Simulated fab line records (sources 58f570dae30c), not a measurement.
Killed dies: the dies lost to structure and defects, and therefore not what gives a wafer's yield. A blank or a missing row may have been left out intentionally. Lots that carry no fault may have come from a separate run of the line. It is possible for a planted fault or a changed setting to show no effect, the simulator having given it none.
fab line records	flow berkeley_cmos170
[record] lots = 5	wafers = 15	last_day = 10
route steps=331 shown START@2 ZERO@6 NWELL@14
lots that met no fault: taken from a fault-free run of the same line
start_h: the number of hours between the record's first day and the start of the first shown wafer of the lot	wait_h: how many hours have passed since the lot's step before this one	" the same as in the row above	L1.1+2: several wafers, shown together as one row	- value missing, or start not given	* or withheld: withheld	< > ~ a bound
route shown NAME@n: names a module that has steps shown in the file, with the first one's number in the route	usual: mean/standard deviation taken from wafers without a fault	same: alike in all rows	chamber/n: place in a boat	sites: readings site by site	_std_site: how widely they spread, as a standard deviation	_edge_site: outer sites' mean less inner sites'	radius_mm: how far each site lies from the wafer's centre	mask NAME#n: copy n	behind: the tool/chamber that last shaped the wafer	hold: what put the lot on hold/how long, in hours/how the hold closed	device: whichever transistor did not switch (one of n, p or np)	end of line: the same wafers' tests at the end of the route	a step with no rows: only its recipe	killed: count of dies lost to structure and defects at first sort (not the wafer's yield)	map: a wafer's dies, x killed, . not, _ none there
set.NAME: the setting as run; set.NAME@STEP: as run at that earlier step	model.NAME: the simulator's own value behind a step, which no gauge read
lots at selected steps of the route; one table per step, one row per wafer
services: the hour from which a tool's chamber was out of use, counted from the record's first day as start_h (under 0 if before that day), plus the number of hours and why
[[steps]]
[step UCB170_START_CLEAN_01]
[recipe] chemistry = dHF	dilution = 25:1	time_s = 60
lot.wafer	tool	chamber	start_h	wait_h
L075.3+4+5	wet_bench-01	3	15.15	0.1
L079.1+3+6	wet_bench-04	0	35.18	0.2
L081.3+4+5	wet_bench-02	3	45.12	0.1
L082.3+4+5	wet_bench-04	1	50.12	0.1
L086.2+5+6	wet_bench-04	0	70.12	0.1
[step UCB170_START_OXIDATION_02]
[recipe] temp_c = 950	ambient = O2	target_thk_a = 200	ox_time_s = 1800
[usual] zone_power_centre_pct = 41.8/2.9
[same] ox_time_s = 1800
lot.wafer	tool	chamber	start_h	wait_h	zone_power_centre_pct
L075.3	furnace-01	0	20.61	5.4	42.2
L075.4	"	0	"	"	41.4
L075.5	"	0	"	"	41.9
L079.1	furnace-04	0	39.54	4.3	45.9
L079.3	"	0	"	"	45.8
L079.6	"	0	"	"	46.1
L081.3	furnace-01	0	48.70	3.5	42.1
L081.4	"	0	"	"	41.7
L081.5	"	0	"	"	42.0
L082.3	furnace-01	0	56.11	6.0	42.6
L082.4	"	0	"	"	42.0
L082.5	"	0	"	"	41.0
L086.2	furnace-04	0	75.62	5.5	45.8
L086.5	"	0	"	"	45.5
L086.6	"	0	"	"	46.1
[step UCB170_START_THK_MEAS_03]
[recipe] reads = SiO2_of_START_OXIDATION_02
[usual] START_OXIDE_THK = 20.1/0.36
lot.wafer	tool	chamber	start_h	wait_h	START_OXIDE_THK[nm]
L075.3	film_metro-01	-	22.13	0.0	20.0
L075.4	"	-	"	"	20.0
L075.5	"	-	"	"	20.0
L079.1	film_metro-02	-	41.04	0.0	20.1
L079.3	"	-	"	"	19.9
L079.6	"	-	"	"	20.0
L081.3	film_metro-01	-	50.22	0.0	19.6
L081.4	"	-	"	"	20.0
L081.5	"	-	"	"	20.0
L082.3	film_metro-02	-	57.63	0.0	20.4
L082.4	"	-	"	"	20.4
L082.5	"	-	"	"	20.2
L086.2	film_metro-01	-	77.13	0.0	21.0
L086.5	"	-	"	"	20.6
L086.6	"	-	"	"	20.6
[step UCB170_START_ANNEAL_04]
[recipe] temp_c = 950	time_s = 1200	ambient = N2
[usual] zone_power_centre_pct = 41.1/2.8
lot.wafer	tool	chamber	start_h	wait_h	zone_power_centre_pct
L075.3	furnace-01	0	29.36	7.2	42.4
L075.4	"	0	"	"	42.1
L075.5	"	0	"	"	41.9
L079.1	furnace-04	0	45.87	4.8	45.2
L079.3	"	0	"	"	46.0
L079.6	"	0	"	"	45.2
L081.3	furnace-04	0	56.43	6.2	46.2
L081.4	"	0	"	"	45.3
L081.5	"	0	"	"	46.4
L082.3	furnace-01	0	64.66	7.0	41.6
L082.4	"	0	"	"	41.9
L082.5	"	0	"	"	42.2
L086.2	furnace-02	0	80.51	3.4	38.0
L086.5	"	0	"	"	38.0
L086.6	"	0	"	"	38.0
[step UCB170_ZERO_HMDS_00]
[recipe] prime_time_s = 60	prime_temp_c = 100
lot.wafer	tool	chamber	start_h	wait_h
L075.3+4+5	litho_track-03	0	30.97	0.3
L079.1+3+6	litho_track-03	0	47.20	0.0
L081.3+4+5	litho_track-03	0	58.03	0.3
L082.3+4+5	litho_track-03	0	66.05	0.1
L086.2+5+6	litho_track-03	0	81.87	0.0
[step UCB170_ZERO_COAT_01]
[recipe] resist = KrF	spin_rpm = 1500	resist_thk_nm = 912.9
lot.wafer	tool	chamber	start_h	wait_h
L075.3+4+5	litho_track-03	0	31.12	0.1
L079.1+3+6	litho_track-03	0	47.35	0.1
L081.3+4+5	litho_track-03	0	58.18	0.1
L082.3+4+5	litho_track-03	0	66.20	0.1
L086.2+5+6	litho_track-03	0	82.02	0.1
[step UCB170_ZERO_SOFTBAKE_02]
[recipe] resist = KrF	temp_c = 130	time_s = 60
lot.wafer	tool	chamber	start_h	wait_h
L075.3+4+5	litho_track-03	0	31.27	0.1
L079.1+3+6	litho_track-03	0	47.50	0.1
L081.3+4+5	litho_track-03	0	58.33	0.1
L082.3+4+5	litho_track-03	0	66.35	0.1
L086.2+5+6	litho_track-03	0	82.17	0.1
[step UCB170_ZERO_EXPOSE_03]
[recipe] mask_id = PM_MARKS	na = 0.5	sigma_outer = 0.6	source_shape = conventional	target_cd_nm = 4000	dose_mj = 30
[usual] reticle_temp_C = 23.01/0.095
[same] sigma_outer = 0.6
lot.wafer	tool	chamber	start_h	wait_h	mask	reticle_temp_C
L075.3	krf_scanner-01	0	31.41	0.1	PM_MARKS#0	23.05
L075.4	"	0	"	"	PM_MARKS#0	23.11
L075.5	"	0	"	"	PM_MARKS#0	23.16
L079.1	krf_scanner-01	0	47.65	0.1	PM_MARKS#0	23.07
L079.3	"	0	"	"	PM_MARKS#0	23.05
L079.6	"	0	"	"	PM_MARKS#0	22.87
L081.3	krf_scanner-02	0	58.47	0.1	PM_MARKS#0	23.04
L081.4	"	0	"	"	PM_MARKS#0	22.93
L081.5	"	0	"	"	PM_MARKS#0	23.22
L082.3	krf_scanner-01	0	66.61	0.2	PM_MARKS#0	23.03
L082.4	"	0	"	"	PM_MARKS#0	23.07
L082.5	"	0	"	"	PM_MARKS#0	23.09
L086.2	krf_scanner-01	0	82.68	0.5	PM_MARKS#0	22.94
L086.5	"	0	"	"	PM_MARKS#0	22.90
L086.6	"	0	"	"	PM_MARKS#0	23.00
[step UCB170_ZERO_PEB_04]
[recipe] peb_temp_c = 130	peb_time_s = withheld	resist = KrF
lot.wafer	tool	chamber	start_h	wait_h
L075.3+4+5	litho_track-02	0	32.38	0.9
L079.1+3+6	litho_track-01	0	47.87	0.2
L081.3+4+5	litho_track-02	0	58.87	0.4
L082.3+4+5	litho_track-01	0	66.74	0.1
L086.2+5+6	litho_track-03	0	82.80	0.1
[step UCB170_ZERO_DEVELOP_05]
[recipe] developer = TMAH	develop_time_s = 45	resist = KrF	dev_temp_c = 21
lot.wafer	tool	chamber	start_h	wait_h
L075.3+4+5	litho_track-02	0	-	-
L079.1+3+6	litho_track-01	0	-	-
L081.3+4+5	litho_track-02	0	-	-
L082.3+4+5	litho_track-01	0	-	-
L086.2+5+6	litho_track-03	0	-	-
[step UCB170_ZERO_ETCH_06]
[recipe] chemistry = CHF3/CF4/Ar	target = SiO2	time_s = 12	pressure_mtorr = 100	rf_w = 500	CHF3_flow_sccm = 50	cf4_flow_sccm = 10	Ar_flow_sccm = 120	over_etch_frac = 1.58
[usual] drypump_motor_current_A = 5.4/0.43	oes_product_au = 0.622/0.0077	throttle_valve_pct = 9.23/0.12
lot.wafer	tool	chamber	start_h	wait_h	drypump_motor_current_A	oes_product_au	rf_hours_counter_h	throttle_valve_pct
L075.3	rie_diel-02	2	32.61	-	5.4	0.625	6	9.28
L075.4	"	3	"	"	5.3	0.631	0	9.26
L075.5	"	1	"	"	5.0	0.629	-	9.26
L079.1	rie_diel-04	2	48.15	-	5.8	0.624	154	9.42
L079.3	"	3	"	"	5.6	0.614	-	9.30
L079.6	"	2	"	"	5.8	0.622	-	9.42
L081.3	rie_diel-02	2	59.10	-	5.5	0.623	7	9.29
L081.4	"	1	"	"	5.1	0.622	102	9.26
L081.5	"	1	"	"	5.0	0.615	-	9.26
L082.3	rie_diel-02	1	66.96	-	5.0	0.626	102	9.26
L082.4	"	3	"	"	5.3	0.635	2	9.27
L082.5	"	0	"	"	4.8	0.635	-	9.06
L086.2	rie_diel-02	3	83.05	-	5.3	0.623	2	9.27
L086.5	"	1	"	"	5.0	0.617	-	9.26
L086.6	"	0	"	"	4.8	0.627	-	9.07
[step UCB170_ZERO_STRIP_07]
[recipe] chemistry = O2	power_w = 400	pressure_mtorr = 3500	platen_temp_c = withheld	o2_flow_sccm = 400	overash_fraction = 0.5
[usual] drypump_motor_current_A = 5.7/0.42	oes_product_au = 0.727/0.0049	strip_time_to_endpoint_s = 21.77/0.06
lot.wafer	tool	chamber	start_h	wait_h	drypump_motor_current_A	oes_product_au	rf_hours_counter_h	strip_time_to_endpoint_s
L075.3	plasma_asher-04	1	32.66	0.0	6.1	0.728	-	21.73
L075.4	"	0	"	"	6.0	0.733	-	21.75
L075.5	"	0	"	"	6.0	0.722	-	21.84
L079.1	plasma_asher-01	1	48.18	0.0	5.1	0.731	30	21.82
L079.3	"	1	"	"	5.1	0.739	-	21.79
L079.6	"	1	"	"	5.1	0.733	-	21.77
L081.3	plasma_asher-02	0	59.16	0.0	5.3	0.733	-	21.76
L081.4	"	1	"	"	6.1	0.723	-	21.81
L081.5	"	0	"	"	5.2	0.728	-	21.75
L082.3	plasma_asher-02	1	67.02	0.0	6.2	0.720	-	21.83
L082.4	"	0	"	"	5.2	0.734	-	21.83
L082.5	"	0	"	"	5.2	0.724	-	21.80
L086.2	plasma_asher-01	1	83.07	0.0	5.1	0.715	34	21.69
L086.5	"	1	"	"	5.1	0.722	-	21.71
L086.6	"	0	"	"	5.7	0.730	-	21.74
[step UCB170_NWELL_WET_ETCH_00]
[recipe] chemistry = dHF	dilution = 25:1	target = SiO2	temp_c = 25	time_s = 200
lot.wafer	tool	chamber	start_h	wait_h
L075.3+4+5	wet_bench-03	3	32.79	0.1
L079.1+3+6	wet_bench-03	1	51.30	3.1
L081.3+4+5	wet_bench-01	3	59.22	0.0
L082.3+4+5	wet_bench-03	3	67.09	0.0
L086.2+5+6	wet_bench-03	0	83.38	0.3
[step UCB170_NWELL_OXIDATION_01]
[recipe] temp_c = 1000	ambient = O2	target_thk_a = 264	ox_time_s = 1260
[usual] zone_power_centre_pct = 44.0/3
[same] ox_time_s = 1260
lot.wafer	tool	chamber	start_h	wait_h	zone_power_centre_pct
L075.3	furnace-01	0	37.48	4.6	44.2
L075.4	"	0	"	"	43.7
L075.5	"	0	"	"	44.6
L079.1	furnace-01	0	57.61	6.2	43.8
L079.3	"	0	"	"	43.8
L079.6	"	0	"	"	44.4
L081.3	furnace-04	0	67.02	7.7	48.1
L081.4	"	0	"	"	49.7
L081.5	"	0	"	"	48.8
L082.3	furnace-02	0	72.74	5.6	40.3
L082.4	"	0	"	"	41.0
L082.5	"	0	"	"	40.3
L086.2	furnace-02	0	87.61	4.2	40.2
L086.5	"	0	"	"	40.7
L086.6	"	0	"	"	40.7
[step UCB170_NWELL_THK_MEAS_02]
[recipe] reads = SiO2_of_NWELL_OXIDATION_01
[usual] NWELL_OXIDE_THK = 26.4/0.54
lot.wafer	tool	chamber	start_h	wait_h	NWELL_OXIDE_THK[nm]
L075.3	film_metro-03	-	38.85	0.0	27.1
L075.4	"	-	"	"	26.7
L075.5	"	-	"	"	26.8
L079.1	film_metro-04	-	58.96	0.0	26.6
L079.3	"	-	"	"	27.0
L079.6	"	-	"	"	26.6
L081.3	film_metro-01	-	68.39	0.0	26.9
L081.4	"	-	"	"	26.6
L081.5	"	-	"	"	26.8
L082.3	film_metro-03	-	74.11	0.0	25.5
L082.4	"	-	"	"	25.4
L082.5	"	-	"	"	25.4
L086.2	film_metro-01	-	88.97	0.0	27.1
L086.5	"	-	"	"	27.0
L086.6	"	-	"	"	26.7
[step UCB170_NWELL_ANNEAL_03]
[recipe] temp_c = 1000	time_s = 900	ambient = N2
[usual] zone_power_centre_pct = 44/3
lot.wafer	tool	chamber	start_h	wait_h	zone_power_centre_pct
L075.3	furnace-02	0	41.89	3.0	40
L075.4	"	0	"	"	40
L075.5	"	0	"	"	40
L079.1	furnace-01	0	66.00	7.0	43
L079.3	"	0	"	"	44
L079.6	"	0	"	"	44
L081.3	furnace-02	0	74.09	5.7	41
L081.4	"	0	"	"	40
L081.5	"	0	"	"	41
L082.3	furnace-04	0	77.12	3.0	49
L082.4	"	0	"	"	49
L082.5	"	0	"	"	49
L086.2	furnace-01	0	93.90	4.9	44
L086.5	"	0	"	"	45
L086.6	"	0	"	"	44
[step UCB170_NWELL_CVD_04]
[recipe] material = Si3N4	target_thk_nm = 224	temp_c = 800	precursor = SiH2Cl2/NH3	time_s = 3360	pressure_mtorr = 200	sih2cl2_flow_sccm = 25	nh3_flow_sccm = 75
[usual] susceptor_temp_C = 800.0/0.37	zone_power_centre_pct = 36/3.1
lot.wafer	tool	chamber	start_h	wait_h	susceptor_temp_C	zone_power_centre_pct
L075.3	lpcvd-01	1	43.14	0.0	799.8	36
L075.4	"	1	"	"	799.4	36
L075.5	"	1	"	"	799.8	35
L079.1	lpcvd-02	0	67.25	0.0	800.8	32
L079.3	"	0	"	"	800.3	32
L079.6	"	0	"	"	800.5	32
L081.3	lpcvd-02	1	75.34	0.0	799.8	42
L081.4	"	1	"	"	799.9	42
L081.5	"	1	"	"	800.0	43
L082.3	lpcvd-01	1	78.37	0.0	799.4	36
L082.4	"	1	"	"	799.3	35
L082.5	"	1	"	"	800.1	36
L086.2	lpcvd-01	0	95.15	0.0	800.2	36
L086.5	"	0	"	"	800.3	36
L086.6	"	0	"	"	800.1	36
[step UCB170_NWELL_THK_MEAS_05]
[recipe] reads = Si3N4_of_NWELL_CVD_04
[usual] NWELL_NITRIDE_THK = 224.9/1.8
lot.wafer	tool	chamber	start_h	wait_h	NWELL_NITRIDE_THK[nm]
L075.3	film_metro-01	-	45.10	0.0	222.4
L075.4	"	-	"	"	221.3
L075.5	"	-	"	"	223.5
L079.1	film_metro-03	-	69.18	0.0	223.3
L079.3	"	-	"	"	224.7
L079.6	"	-	"	"	225.2
L081.3	film_metro-03	-	77.30	0.0	223.8
L081.4	"	-	"	"	223.5
L081.5	"	-	"	"	222.6
L082.3	film_metro-04	-	80.32	0.0	227.3
L082.4	"	-	"	"	226.3
L082.5	"	-	"	"	226.3
L086.2	film_metro-04	-	97.09	0.0	224.5
L086.5	"	-	"	"	224.9
L086.6	"	-	"	"	225.2
[step UCB170_NWELL_HMDS_06]
[recipe] prime_time_s = 60	prime_temp_c = 100
lot.wafer	tool	chamber	start_h	wait_h
L075.3+4+5	litho_track-01	0	45.38	0.3
L079.1+3+6	litho_track-01	0	69.24	0.1
L081.3+4+5	litho_track-01	0	77.85	0.5
L082.3+4+5	litho_track-01	0	80.41	0.1
L086.2+5+6	litho_track-04	0	97.59	0.5
[step UCB170_NWELL_COAT_07]
[recipe] resist = KrF	spin_rpm = 1500	resist_thk_nm = 900
lot.wafer	tool	chamber	start_h	wait_h
L075.3+4+5	litho_track-01	0	45.53	0.1
L079.1+3+6	litho_track-01	0	69.39	0.1
L081.3+4+5	litho_track-01	0	78.00	0.1
L082.3+4+5	litho_track-01	0	80.56	0.1
L086.2+5+6	litho_track-04	0	97.74	0.1
[step UCB170_NWELL_SOFTBAKE_08]
[recipe] resist = KrF	temp_c = 130	time_s = 60
lot.wafer	tool	chamber	start_h	wait_h
L075.3+4+5	litho_track-01	0	45.68	0.1
L079.1+3+6	litho_track-01	0	69.54	0.1
L081.3+4+5	litho_track-01	0	78.15	0.1
L082.3+4+5	litho_track-01	0	80.71	0.1
L086.2+5+6	litho_track-04	0	97.89	0.1
[step UCB170_NWELL_EXPOSE_09]
[recipe] mask_id = NWELL	target_cd_nm = 3000	na = 0.5	sigma_outer = 0.6	source_shape = conventional	dose_mj = 25
[usual] reticle_temp_C = 23.01/0.11
[same] sigma_outer = 0.6
lot.wafer	tool	chamber	start_h	wait_h	mask	reticle_temp_C
L075.3	krf_scanner-01	0	45.87	0.2	NWELL#0	22.95
L075.4	"	0	"	"	NWELL#0	22.86
L075.5	"	0	"	"	NWELL#0	23.06
L079.1	krf_scanner-01	0	69.69	0.1	NWELL#0	23.03
L079.3	"	0	"	"	NWELL#0	23.07
L079.6	"	0	"	"	NWELL#0	23.06
L081.3	krf_scanner-01	0	78.29	0.1	NWELL#0	22.82
L081.4	"	0	"	"	NWELL#0	22.79
L081.5	"	0	"	"	NWELL#0	22.85
L082.3	krf_scanner-01	0	80.86	0.1	NWELL#0	23.07
L082.4	"	0	"	"	NWELL#0	23.18
L082.5	"	0	"	"	NWELL#0	23.02
L086.2	krf_scanner-01	0	98.03	0.1	NWELL#0	23.09
L086.5	"	0	"	"	NWELL#0	23.08
L086.6	"	0	"	"	NWELL#0	23.21
[step UCB170_NWELL_PEB_10]
[recipe] peb_temp_c = 130	peb_time_s = withheld	resist = KrF
lot.wafer	tool	chamber	start_h	wait_h
L075.3+4+5	litho_track-01	0	46.11	0.2
L079.1+3+6	litho_track-03	0	69.81	0.1
L081.3+4+5	litho_track-03	0	78.48	0.2
L082.3+4+5	litho_track-04	0	81.21	0.3
L086.2+5+6	litho_track-04	0	98.31	0.3
[step UCB170_NWELL_DEVELOP_11]
[recipe] developer = TMAH	develop_time_s = 45	resist = KrF	dev_temp_c = 21
lot.wafer	tool	chamber	start_h	wait_h
L075.3+4+5	litho_track-01	0	-	-
L079.1+3+6	litho_track-03	0	-	-
L081.3+4+5	litho_track-03	0	-	-
L082.3+4+5	litho_track-04	0	-	-
L086.2+5+6	litho_track-04	0	-	-
[step UCB170_NWELL_OVL_MEAS_12]
[usual] NWELL_OVL = 0/6.2
lot.wafer	tool	chamber	start_h	wait_h	NWELL_OVL[nm]
L075.3	overlay-02	-	46.35	-	2
L075.4	"	-	"	"	-1
L075.5	"	-	"	"	3
L079.1	overlay-02	-	70.08	-	3
L079.3	"	-	"	"	3
L079.6	"	-	"	"	3
L081.3	overlay-01	-	78.71	-	-8
L081.4	"	-	"	"	-4
L081.5	"	-	"	"	-2
L082.3	overlay-02	-	81.44	-	-7
L082.4	"	-	"	"	-8
L082.5	"	-	"	"	-6
L086.2	overlay-01	-	98.57	-	-10
L086.5	"	-	"	"	-5
L086.6	"	-	"	"	-2
[step UCB170_NWELL_ETCH_13]
[recipe] chemistry = CH3F/Ar/O2	target = Si3N4	stop_on = SiO2	CH3F_flow_sccm = 20	Ar_flow_sccm = 50	O2_flow_sccm = 7	pressure_mtorr = 50	rf_w = 450	target_depth_a = 2464	over_etch_frac = 0.1089	time_s = 154
[usual] drypump_motor_current_A = 5.3/0.35	oes_product_au = 0.943/0.012	throttle_valve_pct = 8.09/0.093
lot.wafer	tool	chamber	start_h	wait_h	drypump_motor_current_A	oes_product_au	rf_hours_counter_h	throttle_valve_pct
L075.3	rie_diel-02	0	46.37	0.0	4.8	0.943	149	7.90
L075.4	"	1	"	"	5.0	0.941	102	8.05
L075.5	"	2	"	"	5.5	0.945	-	8.14
L079.1	rie_diel-04	0	70.12	0.0	5.0	0.952	53	8.09
L079.3	"	2	"	"	5.8	0.936	156	8.21
L079.6	"	0	"	"	5.0	0.955	-	8.08
L081.3	rie_diel-02	2	78.74	0.0	5.4	0.939	8	8.15
L081.4	"	3	"	"	5.3	0.956	2	8.00
L081.5	"	0	"	"	4.8	0.946	-	7.91
L082.3	rie_diel-04	2	81.47	0.0	5.8	0.949	156	8.21
L082.4	"	2	"	"	5.7	0.944	-	8.21
L082.5	"	3	"	"	5.6	0.941	-	8.14
L086.2	rie_diel-02	2	98.60	0.0	5.4	0.945	9	8.13
L086.5	"	2	"	"	5.5	0.947	-	8.13
L086.6	"	1	"	"	5.0	0.944	-	8.08
[step UCB170_NWELL_IMPLANT_14]
[recipe] species = P	dose_cm2 = 1e+13	energy_kev = 150	tilt_deg = 7
[same] implant_ion_amu = 31
lot.wafer	tool	chamber	start_h	wait_h
L075.3+4+5	implanter-02	0	46.57	0.1
L079.1+3+6	implanter-02	0	70.22	0.1
L081.3+4+5	implanter-01	0	78.89	0.1
L082.3+4+5	implanter-04	0	81.62	0.1
L086.2+5+6	implanter-01	0	98.72	0.1
[step UCB170_NWELL_STRIP_15]
[recipe] chemistry = O2	power_w = 400	pressure_mtorr = 3500	platen_temp_c = withheld	o2_flow_sccm = 400	overash_fraction = 0.5
[usual] drypump_motor_current_A = 5.5/0.37	oes_product_au = 0.721/0.0044	strip_time_to_endpoint_s = 18.00/0.14
lot.wafer	tool	chamber	start_h	wait_h	drypump_motor_current_A	oes_product_au	rf_hours_counter_h	strip_time_to_endpoint_s
L075.3	plasma_asher-01	1	46.70	0.1	5.1	0.722	-	17.85
L075.4	"	0	"	"	5.7	0.722	-	18.23
L075.5	"	0	"	"	5.7	0.719	-	17.96
L079.1	plasma_asher-01	0	70.37	0.1	5.7	0.709	33	18.12
L079.3	"	1	"	"	5.1	0.721	-	18.24
L079.6	"	0	"	"	5.7	0.724	-	18.04
L081.3	plasma_asher-01	0	79.02	0.1	5.7	0.712	-	17.75
L081.4	"	1	"	"	5.1	0.726	-	17.72
L081.5	"	0	"	"	5.7	0.722	-	17.63
L082.3	plasma_asher-03	1	81.75	0.1	5.2	0.718	-	18.18
L082.4	"	0	"	"	5.7	0.727	-	18.29
L082.5	"	1	"	"	5.2	0.723	-	18.09
L086.2	plasma_asher-03	1	98.85	0.1	5.1	0.718	37	17.76
L086.5	"	1	"	"	5.1	0.721	-	17.87
L086.6	"	0	"	"	5.7	0.716	-	18.15
[step UCB170_NWELL_TW_MEAS_16]
[usual] NWELL_TW = 1246/11
lot.wafer	tool	chamber	start_h	wait_h	NWELL_TW
L075.3	film_metro-01	-	46.79	0.1	1232
L075.4	"	-	"	"	1239
L075.5	"	-	"	"	1233
L079.1	film_metro-03	-	70.47	0.1	1245
L079.3	"	-	"	"	1243
L079.6	"	-	"	"	1249
L081.3	film_metro-03	-	79.11	0.1	1258
L081.4	"	-	"	"	1260
L081.5	"	-	"	"	1257
L082.3	film_metro-04	-	81.84	0.1	1249
L082.4	"	-	"	"	1254
L082.5	"	-	"	"	1256
L086.2	film_metro-01	-	98.96	0.1	1226
L086.5	"	-	"	"	1226
L086.6	"	-	"	"	1232
[step UCB170_NWELL_CLEAN_17]
[recipe] chemistry = SPM	temp_c = 120	time_s = 600
lot.wafer	tool	chamber	start_h	wait_h
L075.3+4+5	wet_bench-01	3	46.83	0.0
L079.1+3+6	wet_bench-02	3	70.53	0.1
L081.3+4+5	wet_bench-03	3	79.15	0.0
L082.3+4+5	wet_bench-01	2	81.88	0.0
L086.2+5+6	wet_bench-03	0	99.01	0.0
[[services]]
tool	chamber	start_h	hours	kind
rie_diel-04	2	-8.23	2.6	repair
krf_scanner-01	-	-4.97	1.0	pm
rie_diel-04	1	-1.31	10.4	repair
implanter-01	-	0.40	2.5	repair
plasma_asher-03	-	4.34	2.0	repair
plasma_asher-01	-	6.12	3.6	repair
krf_scanner-01	-	7.15	4.4	pm
rie_diel-04	1	16.68	132.0	repair
implanter-01	-	18.12	33.3	pm
rie_diel-04	0	18.21	45.7	repair
furnace-02	-	25.74	4.3	pm
wet_bench-04	-	29.37	0.6	repair
implanter-02	-	39.78	2.1	repair
rie_diel-02	-	46.90	1.6	repair
furnace-04	-	51.55	3.6	pm
implanter-02	-	53.24	0.7	repair
krf_scanner-01	-	57.54	0.8	pm
wet_bench-01	-	67.26	1.9	pm
krf_scanner-01	-	85.73	0.8	pm
rie_diel-04	3	87.03	3.8	repair
wet_bench-04	-	92.57	1.9	pm
rie_diel-02	-	92.99	1.1	repair
rie_diel-04	2	93.12	6.0	repair
implanter-01	-	94.35	3.0	repair
[[key]]
fault none
